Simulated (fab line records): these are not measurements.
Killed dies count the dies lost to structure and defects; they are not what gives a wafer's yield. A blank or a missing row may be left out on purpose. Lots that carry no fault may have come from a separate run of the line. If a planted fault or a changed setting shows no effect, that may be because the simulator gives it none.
2 desks, one fault	flow berkeleyCmos170	only its own numbers are on each desk; what lay behind them is given at the end

== METROLOGY DESK ==
Means of the sampled wafers that have a number, per lot and without regard to the tool the lot ran on: this is what the gauges read. If a lot's mean is further than 4 standard deviations from the usual mean, the lot is out of limits and carries the mark OUT (the distance appears in the brackets).
Columns: A = SILICIDE_TI_RS at UCB170_SILICIDE_RS_MEAS_02, usual 26.2 ohm/sq; B = SILICIDE_TI_THK at UCB170_SILICIDE_THK_MEAS_03, usual 30.3 nm; C = CONTACT_PSG_THK at UCB170_CONTACT_THK_MEAS_02, usual 703 nm
lot	first seen here	A	B	C
L346	day 8 18:50	26.1	30.3	693
L349	day 9 17:09	26.7	29.5	705
L356	day 10 11:43	26.3	30.3	708
L354	day 10 11:49	26.1	30.2	699
L357	day 11 03:11	26.3	29.8	711
L367	day 12 15:49	26.0	30.6	703
This desk found nothing out of limits on any of the 6 lots.

== AT THE TOOL OWNER'S DESK: rtpAnneal-01 ==
The tool's own readings at UCB170_CONTACT_RTA_08 (time 10 s): means of the sampled wafers that have a number, for each lot that ran on this tool. If a lot's mean is further than 4 standard deviations from the usual mean, the lot is out of limits and carries the mark OUT (the distance appears in the brackets).
Columns: A = lampPowerPct at UCB170_CONTACT_RTA_08, usual 23.6 %; B = wafer_temp_C_max at UCB170_CONTACT_RTA_08, usual 904.2
lot	first seen here	A	B
L346	day 8 23:19	22.8	904.1
L354	day 10 16:16	21.9	890.4 (-8.1) OUT
L356	day 10 16:19	21.9	890.0 (-8.4) OUT
This desk finds L354, L356 out of limits, L354 being first, at day 10 16:16 (wafer_temp_C_max at UCB170_CONTACT_RTA_08). L346: within limits.

== BROUGHT TOGETHER ==
At day 10 16:16, on L354, L356, the tool owner's desk was in a position to raise an alarm.
Metrology desk: nothing out of limits seen.
The metrology desk holds a record of L354, L356, inside its limits.
UCB170_CONTACT_RTA_08 was run on rtpAnneal-01 by each of the lots named.

== WHAT HAD BEEN PUT IN BY THE SIMULATOR ==
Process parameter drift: rtpAnneal-01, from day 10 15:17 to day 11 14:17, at UCB170_CONTACT_RTA_08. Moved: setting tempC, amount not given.
Shown lots that were struck: L354, L356.
How many hours passed from the start of the fault until each desk's first out-of-limits reading: the tool owner's desk, 1.
